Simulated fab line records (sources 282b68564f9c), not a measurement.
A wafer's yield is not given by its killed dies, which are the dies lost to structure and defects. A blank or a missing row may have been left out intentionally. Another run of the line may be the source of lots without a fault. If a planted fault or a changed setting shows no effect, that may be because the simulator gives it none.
fab line records    flow ritCmos
[record] lots = 14  wafers = 42  lastDay = 7
route steps=202 shown GATE@92 NSD@132 PSD@152 SILICIDE@164 M1@193
lots that met no fault: taken from a fault-free run of the same line
startH: hours from the record's opening day to when the first of the lot's shown wafers began    waitH: time in hours since the lot's previous step    " same as the row above    L1.1+2: several wafers, shown together as one row    - either no value or no given start    * or withheld: withheld    < > ~ a bound
route shown NAME@n: NAME is a module with steps in the file, n the number in the route of the first one    usual: average and standard deviation across the fault-free wafers    same: alike in all rows    chamber/n: place in a boat    sites: each site's reading    _std_site: how widely they spread, as a standard deviation    _edge_site: outer sites' mean less inner sites'    radiusMm: how far each site lies from the wafer's centre    mask NAME#n: copy n    behind: the tool/chamber that last shaped the wafer    hold: cause of the lot's hold/its duration in hours/its outcome    device: whichever transistor did not switch (one of n, p or np)    end of line: the route-end tests of the same wafers    step lacking rows: just its recipe    killed: count of dies lost to structure and defects at first sort (not the wafer's yield)    map: a wafer's dies, marking killed ones x, the rest . and places with no die _
set.NAME: the run value of the setting; set.NAME@STEP: its run value at that earlier step    model.NAME: the simulator's own value behind a step, which no gauge read
a sample of lots followed through the steps of the route, with each step as a table and each wafer as a row
[[steps]]
[step RIT_GATE_CD_MEAS_16]
[recipe] targetCdNm = 150
[usual] cdNm = 150.3/2.1
lot.wafer  tool      chamber  startH  waitH  cdNm
L761.2     cdSem-02  -        51.98   -      152.6
L761.3     "         -        "       "      149.5
L761.5     "         -        "       "      150.3
L762.4     cdSem-02  -        69.10   -      154.7
L762.5     "         -        "       "      152.4
L762.6     "         -        "       "      149.8
L763.1     cdSem-02  -        77.50   -      146.0
L763.4     "         -        "       "      148.6
L763.5     "         -        "       "      151.0
L767.1     cdSem-02  -        100.35  -      149.9
L767.3     "         -        "       "      149.9
L767.4     "         -        "       "      153.3
L768.1     cdSem-02  -        100.59  -      148.0
L768.3     "         -        "       "      148.9
L768.4     "         -        "       "      148.8
L771.2     cdSem-02  -        111.00  -      151.3
L771.4     "         -        "       "      150.0
L771.6     "         -        "       "      150.5
L773.2     cdSem-01  -        117.43  -      147.8
L773.3     "         -        "       "      149.4
L773.4     "         -        "       "      150.0
L775.1     cdSem-02  -        121.56  -      150.8
L775.3     "         -        "       "      152.0
L775.5     "         -        "       "      150.4
L777.1     cdSem-01  -        130.86  -      153.6
L777.5     "         -        "       "      153.3
L777.6     "         -        "       "      153.6
L776.1     cdSem-01  -        131.07  -      147.9
L776.4     "         -        "       "      149.3
L776.6     "         -        "       "      149.1
L778.1     cdSem-01  -        135.01  -      153.7
L778.2     "         -        "       "      152.9
L778.5     "         -        "       "      152.2
L781.1     cdSem-02  -        146.13  -      148.8
L781.3     "         -        "       "      149.3
L781.5     "         -        "       "      149.8
L782.2     cdSem-01  -        148.22  -      151.1
L782.4     "         -        "       "      150.7
L782.6     "         -        "       "      150.1
L783.1     cdSem-02  -        157.75  -      144.1
L783.4     "         -        "       "      145.5
L783.6     "         -        "       "      145.7
[step RIT_NSD_COAT_01]
[recipe] resist = NOVOLAK  spinRpm = 3250  resistThkNm = 1000
[usual] chillPlateTempC = 22.98/0.1  dispensePressureKPa = 53.0/2.9
lot.wafer  tool           chamber  startH  waitH  chillPlateTempC  dispensePressureKPa
L761.2     lithoTrack-03  0        70.70   0.1    23.05            49.6
L761.3     "              0        "       "      23.13            49.6
L761.5     "              0        "       "      23.11            49.6
L762.4     lithoTrack-01  0        83.42   0.1    22.94            54.0
L762.5     "              0        "       "      22.82            54.0
L762.6     "              0        "       "      22.94            53.9
L763.1     lithoTrack-03  0        87.20   0.1    22.92            49.7
L763.4     "              0        "       "      22.92            49.6
L763.5     "              0        "       "      23.02            49.7
L767.1     lithoTrack-02  0        113.87  0.1    23.00            56.1
L767.3     "              0        "       "      22.91            56.1
L767.4     "              0        "       "      22.74            56.1
L768.1     lithoTrack-03  0        114.32  0.1    22.93            49.6
L768.3     "              0        "       "      23.05            49.6
L768.4     "              0        "       "      22.96            49.6
L771.2     lithoTrack-01  -        122.77  0.1    -                -
L771.4     "              -        "       "      -                -
L771.6     "              -        "       "      -                -
L773.2     lithoTrack-03  -        128.75  0.1    -                -
L773.3     "              -        "       "      -                -
L773.4     "              -        "       "      -                -
L775.1     lithoTrack-03  0        132.26  0.1    23.13            49.6
L775.3     "              0        "       "      23.14            49.6
L775.5     "              0        "       "      23.05            49.6
L777.1     lithoTrack-03  0        141.49  0.1    23.15            49.7
L777.5     "              0        "       "      22.94            49.7
L777.6     "              0        "       "      22.88            49.7
L776.1     lithoTrack-02  0        141.70  0.1    23.20            56.1
L776.4     "              0        "       "      23.08            56.2
L776.6     "              0        "       "      23.01            56.1
L778.1     lithoTrack-01  0        147.55  0.1    23.04            54.0
L778.2     "              0        "       "      22.97            54.0
L778.5     "              0        "       "      22.95            54.0
L781.1     lithoTrack-03  0        155.84  0.1    23.08            49.7
L781.3     "              0        "       "      23.02            49.7
L781.5     "              0        "       "      23.11            49.7
L782.2     lithoTrack-02  0        160.62  0.1    22.93            56.1
L782.4     "              0        "       "      22.78            56.0
L782.6     "              0        "       "      22.91            56.1
L783.1     lithoTrack-02  0        167.07  0.1    23.04            56.0
L783.4     "              0        "       "      22.87            56.0
L783.6     "              0        "       "      23.05            56.0
[step RIT_NSD_OVL_MEAS_06]
[usual] NSD_OVL = -1.0/1.4
lot.wafer  tool        chamber  startH  waitH  NSD_OVL[nm]
L761.2     overlay-02  -        71.38   -      -1.9
L761.3     "           -        "       "      -1.2
L761.5     "           -        "       "      -1.6
L762.4     overlay-01  -        84.24   -      -0.7
L762.5     "           -        "       "      -1.2
L762.6     "           -        "       "      -0.1
L763.1     overlay-02  -        88.03   -      -3.5
L763.4     "           -        "       "      -2.3
L763.5     "           -        "       "      -1.7
L767.1     overlay-02  -        114.69  -      3.2
L767.3     "           -        "       "      -0.1
L767.4     "           -        "       "      -0.4
L768.1     overlay-01  -        115.25  -      -0.6
L768.3     "           -        "       "      -1.1
L768.4     "           -        "       "      -0.5
L771.2     overlay-01  -        123.79  -      -
L771.4     "           -        "       "      -
L771.6     "           -        "       "      -
L773.2     overlay-01  -        129.43  -      -
L773.3     "           -        "       "      -
L773.4     "           -        "       "      -
L775.1     overlay-02  -        132.96  -      -2.3
L775.3     "           -        "       "      -1.6
L775.5     "           -        "       "      -1.9
L777.1     overlay-01  -        142.19  -      1.2
L777.5     "           -        "       "      -0.9
L777.6     "           -        "       "      -2.0
L776.1     overlay-01  -        142.48  -      -0.7
L776.4     "           -        "       "      -0.4
L776.6     "           -        "       "      -1.8
L778.1     overlay-02  -        148.47  -      -2.7
L778.2     "           -        "       "      -2.2
L778.5     "           -        "       "      -1.8
L781.1     overlay-02  -        156.68  -      1.0
L781.3     "           -        "       "      -0.7
L781.5     "           -        "       "      -1.4
L782.2     overlay-02  -        161.43  -      0.3
L782.4     "           -        "       "      -3.1
L782.6     "           -        "       "      0.1
L783.1     overlay-01  -        167.90  -      -3.1
L783.4     "           -        "       "      -4.0
L783.6     "           -        "       "      -3.5
[step RIT_PSD_TW_MEAS_10]
[usual] PSD_TW = 3446/32
lot.wafer  tool          chamber  startH  waitH  PSD_TW
L761.2     filmMetro-03  -        73.44   0.1    3469
L761.3     "             -        "       "      3488
L761.5     "             -        "       "      3507
L762.4     filmMetro-02  -        86.31   0.1    3467
L762.5     "             -        "       "      3454
L762.6     "             -        "       "      3459
L763.1     filmMetro-01  -        90.08   0.1    3372
L763.4     "             -        "       "      3389
L763.5     "             -        "       "      3392
L767.1     filmMetro-02  -        117.66  0.1    3479
L767.3     "             -        "       "      3470
L767.4     "             -        "       "      3459
L768.1     filmMetro-01  -        117.81  0.1    3410
L768.3     "             -        "       "      3401
L768.4     "             -        "       "      3410
L771.2     filmMetro-01  -        126.47  0.1    3623
L771.4     "             -        "       "      3603
L771.6     "             -        "       "      3608
L773.2     filmMetro-02  -        131.55  0.1    3663
L773.3     "             -        "       "      3652
L773.4     "             -        "       "      3680
L775.1     filmMetro-02  -        135.51  0.1    3480
L775.3     "             -        "       "      3466
L775.5     "             -        "       "      3477
L777.1     filmMetro-01  -        144.27  0.1    3382
L777.5     "             -        "       "      3378
L777.6     "             -        "       "      3393
L776.1     filmMetro-02  -        144.60  0.1    3483
L776.4     "             -        "       "      3471
L776.6     "             -        "       "      3477
L778.1     filmMetro-02  -        150.53  0.1    3452
L778.2     "             -        "       "      3460
L778.5     "             -        "       "      3468
L781.1     filmMetro-02  -        158.62  0.1    3452
L781.3     "             -        "       "      3461
L781.5     "             -        "       "      3463
L782.2     filmMetro-02  -        163.89  0.1    3471
L782.4     "             -        "       "      3453
L782.6     "             -        "       "      3458
L783.1     filmMetro-03  -        169.95  0.1    3427
L783.4     "             -        "       "      3429
L783.6     "             -        "       "      3431
[step RIT_SILICIDE_THK_MEAS_03]
[recipe] thkMeasGauge = xrf  reads = Ti_of_SILICIDE_SPUTTER_01
[usual] SILICIDE_TI_THK = 29.6/0.46
lot.wafer  tool          chamber  startH  waitH  SILICIDE_TI_THK[nm]
L761.2     filmMetro-04  -        74.69   0.1    29.4
L761.3     "             -        "       "      29.4
L761.5     "             -        "       "      29.7
L762.4     filmMetro-04  -        87.57   0.1    29.4
L762.5     "             -        "       "      29.3
L762.6     "             -        "       "      28.7
L763.1     filmMetro-04  -        91.35   0.1    29.4
L763.4     "             -        "       "      29.6
L763.5     "             -        "       "      30.1
L767.1     filmMetro-03  -        118.91  0.1    28.9
L767.3     "             -        "       "      28.8
L767.4     "             -        "       "      29.0
L768.1     filmMetro-02  -        119.06  0.1    30.7
L768.3     "             -        "       "      30.0
L768.4     "             -        "       "      30.7
L771.2     filmMetro-04  -        127.71  0.1    29.7
L771.4     "             -        "       "      29.9
L771.6     "             -        "       "      29.7
L773.2     filmMetro-04  -        132.83  0.1    30.0
L773.3     "             -        "       "      30.2
L773.4     "             -        "       "      29.3
L775.1     filmMetro-02  -        136.96  0.1    29.5
L775.3     "             -        "       "      29.4
L775.5     "             -        "       "      29.4
L777.1     filmMetro-03  -        145.52  0.1    30.7
L777.5     "             -        "       "      30.5
L777.6     "             -        "       "      29.5
L776.1     filmMetro-02  -        145.85  0.1    29.6
L776.4     "             -        "       "      29.5
L776.6     "             -        "       "      29.5
L778.1     filmMetro-04  -        151.77  0.1    29.1
L778.2     "             -        "       "      29.4
L778.5     "             -        "       "      29.2
L781.1     filmMetro-04  -        159.87  0.1    29.1
L781.3     "             -        "       "      29.2
L781.5     "             -        "       "      29.1
L782.2     filmMetro-02  -        165.16  0.1    29.2
L782.4     "             -        "       "      29.4
L782.6     "             -        "       "      29.3
L783.1     filmMetro-04  -        171.25  0.1    29.8
L783.4     "             -        "       "      29.5
L783.6     "             -        "       "      29.0
[step RIT_M1_CD_MEAS_09]
[recipe] targetCdNm = 2600
[usual] cdNm = 2600.8/1.9
lot.wafer  tool      chamber  startH  waitH  cdNm
L761.2     cdSem-02  -        78.70   -      2600.2
L761.3     "         -        "       "      2601.5
L761.5     "         -        "       "      2601.5
L762.4     cdSem-02  -        91.87   -      2601.7
L762.5     "         -        "       "      2600.2
L762.6     "         -        "       "      2600.6
L763.1     cdSem-02  -        95.60   -      2600.0
L763.4     "         -        "       "      2598.1
L763.5     "         -        "       "      2598.9
L767.1     cdSem-02  -        123.40  -      2602.6
L767.3     "         -        "       "      2602.3
L767.4     "         -        "       "      2598.6
L768.1     cdSem-01  -        123.96  -      2602.2
L768.3     "         -        "       "      2604.6
L768.4     "         -        "       "      2601.5
L771.2     cdSem-01  -        132.17  -      2599.9
L771.4     "         -        "       "      2600.9
L771.6     "         -        "       "      2600.9
L773.2     cdSem-02  -        137.16  -      2602.5
L773.3     "         -        "       "      2599.6
L773.4     "         -        "       "      2599.7
L775.1     cdSem-01  -        141.42  -      2599.8
L775.3     "         -        "       "      2600.6
L775.5     "         -        "       "      2600.5
L777.1     cdSem-01  -        149.80  -      2603.9
L777.5     "         -        "       "      2604.1
L777.6     "         -        "       "      2603.8
L776.1     cdSem-01  -        150.16  -      2601.0
L776.4     "         -        "       "      2598.9
L776.6     "         -        "       "      2598.7
L778.1     cdSem-02  -        155.84  -      2601.6
L778.2     "         -        "       "      2602.3
L778.5     "         -        "       "      2603.9
L781.1     cdSem-01  -        163.73  -      2599.7
L781.3     "         -        "       "      2599.3
L781.5     "         -        "       "      2599.3
L782.2     cdSem-01  -        169.00  -      2603.3
L782.4     "         -        "       "      2601.6
L782.6     "         -        "       "      2600.4
L783.1     cdSem-01  -        175.32  -      2601.7
L783.4     "         -        "       "      2600.4
L783.6     "         -        "       "      2601.2
[step RIT_M1_PROBE_99]
[usual] killedAtContacts = 0.1/0.23  killedAtFrontEnd = 6.7/2.9  killedDies = 6.8/2.9  killedOnRim = 1.9/1.4  killedOpen = 3.5/2.1  killedShort = 3.2/1.9
[same] grossDies = 264  killed_at_M0_to_M3 = 0  killed_at_M4_up = 0  killedAtBackSide = 0  killedAtOther = 0
lot.wafer  tool       chamber  startH  waitH  killedAtContacts  killedAtFrontEnd  killedDies  killedOnRim  killedOpen  killedShort
L761.2     prober-02  -        81.39   0.1    0                 11                11          4            7           3
L761.3     prober-02  -        81.44   0.2    0                 5                 5           1            3           2
L761.5     prober-02  -        81.54   0.2    0                 6                 6           2            1           5
L762.4     prober-01  -        94.62   0.2    0                 7                 7           0            5           2
L762.5     prober-01  -        94.67   0.2    0                 5                 5           1            3           2
L762.6     prober-01  -        94.72   0.2    0                 6                 6           2            3           3
L763.1     prober-02  -        98.72   0.1    0                 10                10          1            4           6
L763.4     prober-02  -        98.87   0.2    0                 16                16          2            10          6
L763.5     prober-02  -        98.92   0.2    0                 10                10          3            5           5
L767.1     prober-02  -        126.53  0.1    0                 15                15          7            8           7
L767.3     prober-02  -        126.63  0.2    0                 9                 9           3            4           5
L767.4     prober-02  -        126.68  0.2    0                 7                 7           3            4           3
L768.1     prober-01  -        128.03  0.1    0                 7                 7           2            5           2
L768.3     prober-01  -        128.13  0.2    1                 9                 10          3            9           1
L768.4     prober-01  -        128.18  0.2    0                 7                 7           3            2           5
L771.2     prober-02  -        135.92  0.1    1                 263               264         70           4           6
L771.4     prober-02  -        136.02  0.2    0                 264               264         70           5           2
L771.6     prober-02  -        136.12  0.2    0                 264               264         70           4           2
L773.2     prober-01  -        139.94  0.1    0                 264               264         70           7           3
L773.3     prober-01  -        139.99  0.2    0                 264               264         70           4           4
L773.4     prober-01  -        140.04  0.2    1                 263               264         70           5           0
L775.1     prober-02  -        144.68  0.1    0                 12                12          4            5           7
L775.3     prober-02  -        144.78  0.2    0                 4                 4           0            3           1
L775.5     prober-02  -        144.88  0.2    0                 3                 3           1            2           1
L777.1     prober-01  -        152.46  0.1    0                 9                 9           3            5           4
L777.5     prober-01  -        152.66  0.2    0                 9                 9           4            3           6
L777.6     prober-01  -        152.71  0.2    0                 7                 7           0            6           1
L776.1     prober-02  -        153.96  0.1    0                 7                 7           3            1           6
L776.4     prober-02  -        154.11  0.2    0                 10                10          1            4           6
L776.6     prober-02  -        154.21  0.2    0                 4                 4           2            1           3
L778.1     prober-02  -        158.50  0.1    0                 3                 3           0            1           2
L778.2     prober-02  -        158.55  0.1    0                 3                 3           1            0           3
L778.5     prober-02  -        158.70  0.2    0                 13                13          5            6           7
L781.1     prober-02  -        166.45  0.1    0                 3                 3           0            2           1
L781.3     prober-02  -        166.55  0.2    0                 5                 5           2            2           3
L781.5     prober-02  -        166.65  0.2    0                 7                 7           2            3           4
L782.2     prober-01  -        171.71  0.1    1                 4                 5           2            0           5
L782.4     prober-01  -        171.81  0.2    0                 5                 5           1            3           2
L782.6     prober-01  -        171.91  0.2    0                 9                 9           1            3           6
L783.1     prober-02  -        177.98  0.1    0                 6                 6           1            3           3
L783.4     prober-02  -        178.13  0.2    0                 5                 5           2            2           3
L783.6     prober-02  -        178.23  0.2    0                 2                 2           1            1           1
// killed by level:class
L761.2 GATE:geometricParticle:open=4 REOX:geometricParticle:open=1 FOX1:geometricParticle:short=1 FOX1:geometricParticle:open=1 GATE:geometricParticle:short=1 SPACER:geometricParticle:short=1 SILICIDE:geometricParticle:open=1 NSD:coatMicrobubblePrinted=1
L761.3 FOX1:geometricParticle:open=2 FOX2:geometricParticle:short=2 SPACER:geometricParticle:open=1
L761.5 GATE:geometricParticle:short=4 GATE:geometricParticle:open=1 FOX2:geometricParticle:short=1
L762.4 FOX1:geometricParticle:open=3 REOX:geometricParticle:short=1 SPACER:geometricParticle:open=1 SILICIDE:geometricParticle:short=1 SILICIDE:geometricParticle:open=1
L762.5 FOX1:geometricParticle:short=1 GATE:geometricParticle:open=1 REOX:geometricParticle:short=1 SPACER:geometricParticle:open=1 SILICIDE:geometricParticle:open=1
L762.6 FOX1:geometricParticle:short=2 REOX:geometricParticle:open=1 SPACER:geometricParticle:short=1 SPACER:geometricParticle:open=1 SILICIDE:geometricParticle:open=1
L763.1 GATE:geometricParticle:short=3 FOX1:geometricParticle:short=2 FOX1:geometricParticle:open=1 FOX2:geometricParticle:open=1 FOX2:geometricParticle:short=1 GATE:geometricParticle:open=1 SPACER:geometricParticle:open=1
L763.4 FOX1:geometricParticle:open=3 GATE:geometricParticle:open=3 GATE:geometricParticle:short=2 REOX:geometricParticle:open=2 SPACER:geometricParticle:open=2 SPACER:geometricParticle:short=2 ACTIVE:geometricParticle:short=1 SILICIDE:geometricParticle:short=1
L763.5 GATE:geometricParticle:open=3 GATE:geometricParticle:short=2 SPACER:geometricParticle:short=2 FOX1:geometricParticle:short=1 REOX:geometricParticle:open=1 SILICIDE:geometricParticle:open=1
L767.1 SPACER:geometricParticle:short=3 GATE:geometricParticle:short=2 REOX:geometricParticle:open=2 REOX:geometricParticle:short=2 SPACER:geometricParticle:open=2 SILICIDE:geometricParticle:open=2 FOX2:geometricParticle:open=1 GATE:geometricParticle:open=1
L767.3 GATE:geometricParticle:open=3 REOX:geometricParticle:short=2 FOX1:geometricParticle:short=1 FOX1:geometricParticle:open=1 FOX2:geometricParticle:short=1 GATE:geometricParticle:short=1
L767.4 FOX1:geometricParticle:short=1 FOX1:geometricParticle:open=1 GATE:geometricParticle:short=1 GATE:geometricParticle:open=1 REOX:geometricParticle:open=1 SPACER:geometricParticle:short=1 SILICIDE:geometricParticle:open=1
L768.1 SPACER:geometricParticle:open=2 FOX2:geometricParticle:open=1 GATE:geometricParticle:short=1 REOX:geometricParticle:open=1 REOX:geometricParticle:short=1 SILICIDE:geometricParticle:open=1
L768.3 SILICIDE:geometricParticle:open=3 GATE:geometricParticle:open=2 REOX:geometricParticle:open=2 FOX1:geometricParticle:open=1 GATE:geometricParticle:short=1 CONTACT:geometricParticle:open=1
L768.4 GATE:geometricParticle:short=3 FOX1:geometricParticle:short=1 FOX2:geometricParticle:short=1 GATE:geometricParticle:open=1 REOX:geometricParticle:open=1
L771.2 NSD:areaExpose=254 GATE:geometricParticle:short=4 SILICIDE:geometricParticle:open=3 GATE:geometricParticle:open=1 SILICIDE:geometricParticle:short=1 CONTACT:geometricParticle:short=1
L771.4 NSD:areaExpose=257 FOX2:geometricParticle:open=2 GATE:geometricParticle:short=1 REOX:geometricParticle:open=1 SPACER:geometricParticle:open=1 SILICIDE:geometricParticle:open=1 SILICIDE:geometricParticle:short=1
L771.6 NSD:areaExpose=258 SPACER:geometricParticle:open=3 FOX1:geometricParticle:open=1 FOX2:geometricParticle:short=1 SILICIDE:geometricParticle:short=1
L773.2 NSD:areaExpose=254 REOX:geometricParticle:open=3 GATE:geometricParticle:open=2 FOX1:geometricParticle:short=1 FOX2:geometricParticle:open=1 GATE:geometricParticle:short=1 SILICIDE:geometricParticle:short=1 SILICIDE:geometricParticle:open=1
L773.3 NSD:areaExpose=256 SILICIDE:geometricParticle:short=2 SILICIDE:geometricParticle:open=2 FOX1:geometricParticle:open=1 GATE:geometricParticle:short=1 GATE:geometricParticle:open=1 SPACER:geometricParticle:short=1
L773.4 NSD:areaExpose=259 GATE:geometricParticle:open=4 CONTACT:geometricParticle:open=1
L775.1 FOX2:geometricParticle:short=3 GATE:geometricParticle:open=3 GATE:geometricParticle:short=2 FOX1:geometricParticle:short=1 FOX1:geometricParticle:open=1 SILICIDE:geometricParticle:open=1 SILICIDE:geometricParticle:short=1
L775.3 FOX1:geometricParticle:open=1 FOX2:geometricParticle:open=1 GATE:geometricParticle:short=1 GATE:geometricParticle:open=1
L775.5 FOX1:geometricParticle:open=1 GATE:geometricParticle:open=1 REOX:geometricParticle:short=1
L777.1 FOX1:geometricParticle:open=1 FOX1:geometricParticle:short=1 FOX2:geometricParticle:short=1 GATE:geometricParticle:open=1 GATE:geometricParticle:short=1 REOX:geometricParticle:open=1 SPACER:geometricParticle:open=1 SPACER:geometricParticle:short=1
L777.5 GATE:geometricParticle:short=2 SPACER:geometricParticle:short=2 FOX2:geometricParticle:open=1 GATE:geometricParticle:open=1 REOX:geometricParticle:open=1 REOX:geometricParticle:short=1 SILICIDE:geometricParticle:short=1
L777.6 GATE:geometricParticle:open=5 GATE:geometricParticle:short=1 SPACER:geometricParticle:open=1
L776.1 GATE:geometricParticle:short=2 SPACER:geometricParticle:short=2 GATE:geometricParticle:open=1 REOX:geometricParticle:short=1 SILICIDE:geometricParticle:short=1
L776.4 SILICIDE:geometricParticle:short=4 SILICIDE:geometricParticle:open=2 GATE:geometricParticle:short=1 GATE:geometricParticle:open=1 REOX:geometricParticle:open=1 SPACER:geometricParticle:short=1
L776.6 REOX:geometricParticle:short=2 GATE:geometricParticle:short=1 GATE:geometricParticle:open=1
L778.1 SILICIDE:geometricParticle:short=2 SILICIDE:geometricParticle:open=1
L778.2 SPACER:geometricParticle:short=2 FOX1:geometricParticle:short=1
L778.5 GATE:geometricParticle:open=3 SILICIDE:geometricParticle:short=3 GATE:geometricParticle:short=2 SILICIDE:geometricParticle:open=2 FOX1:geometricParticle:short=1 SPACER:geometricParticle:short=1 SPACER:geometricParticle:open=1
L781.1 FOX2:geometricParticle:short=1 GATE:geometricParticle:open=1 SILICIDE:geometricParticle:open=1
L781.3 GATE:geometricParticle:short=2 FOX2:geometricParticle:open=1 GATE:geometricParticle:open=1 SPACER:geometricParticle:short=1
L781.5 GATE:geometricParticle:short=2 GATE:geometricParticle:open=2 REOX:geometricParticle:open=1 REOX:geometricParticle:short=1 SPACER:geometricParticle:short=1
L782.2 REOX:geometricParticle:short=2 SPACER:geometricParticle:short=2 CONTACT:geometricParticle:short=1
L782.4 SPACER:geometricParticle:open=2 SPACER:geometricParticle:short=2 REOX:geometricParticle:open=1
L782.6 REOX:geometricParticle:short=2 SPACER:geometricParticle:short=2 FOX1:geometricParticle:open=1 FOX1:geometricParticle:short=1 GATE:geometricParticle:open=1 GATE:geometricParticle:short=1 REOX:geometricParticle:open=1
L783.1 GATE:geometricParticle:short=2 SPACER:geometricParticle:open=2 GATE:geometricParticle:open=1 REOX:geometricParticle:short=1
L783.4 GATE:geometricParticle:short=1 REOX:geometricParticle:open=1 REOX:geometricParticle:short=1 SILICIDE:geometricParticle:short=1 SILICIDE:geometricParticle:open=1
L783.6 GATE:geometricParticle:open=1 REOX:geometricParticle:short=1
[[key]]
[firstSign] step = RIT_NSD_COAT_01  reading = toolRecord  direction = missing
[effect] step = RIT_NSD_OVL_MEAS_06  reading = NSD_OVL  direction = missing
[effect] step = RIT_PSD_TW_MEAS_10  reading = PSD_TW  direction = up  sigmas = 6  usual = 3446  struck = 3638
[effect] step = RIT_M1_PROBE_99  reading = killedAtFrontEnd  direction = up  sigmas = 88  usual = 6.7  struck = 263.7
[moreKillsBornAt] RIT_NSD_EXPOSE_03@ilineStepper-01 = 1538
metAt RIT_NSD_COAT_01
struckLots L771,L773
testerLeftOut L771,L773
notActingAt RIT_GATE_CD_MEAS_16,RIT_SILICIDE_THK_MEAS_03,RIT_M1_CD_MEAS_09
onsetBetween 114.32 122.77
[fault] kind = skippedStepWhole  tool = lithoTrack-01,lithoTrack-03  chamber = -  onsetH = 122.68  steps = RIT_NSD_COAT_01  scope = struckLotsOnly
// testerLeftOut: of these lots the tester's yield and bins aren't shown, on N5 and GAA mostly nor the transistor test; their killed dies are dies lost to structure and defects alone, not to doping, threshold or leakage, so they don't give the yield
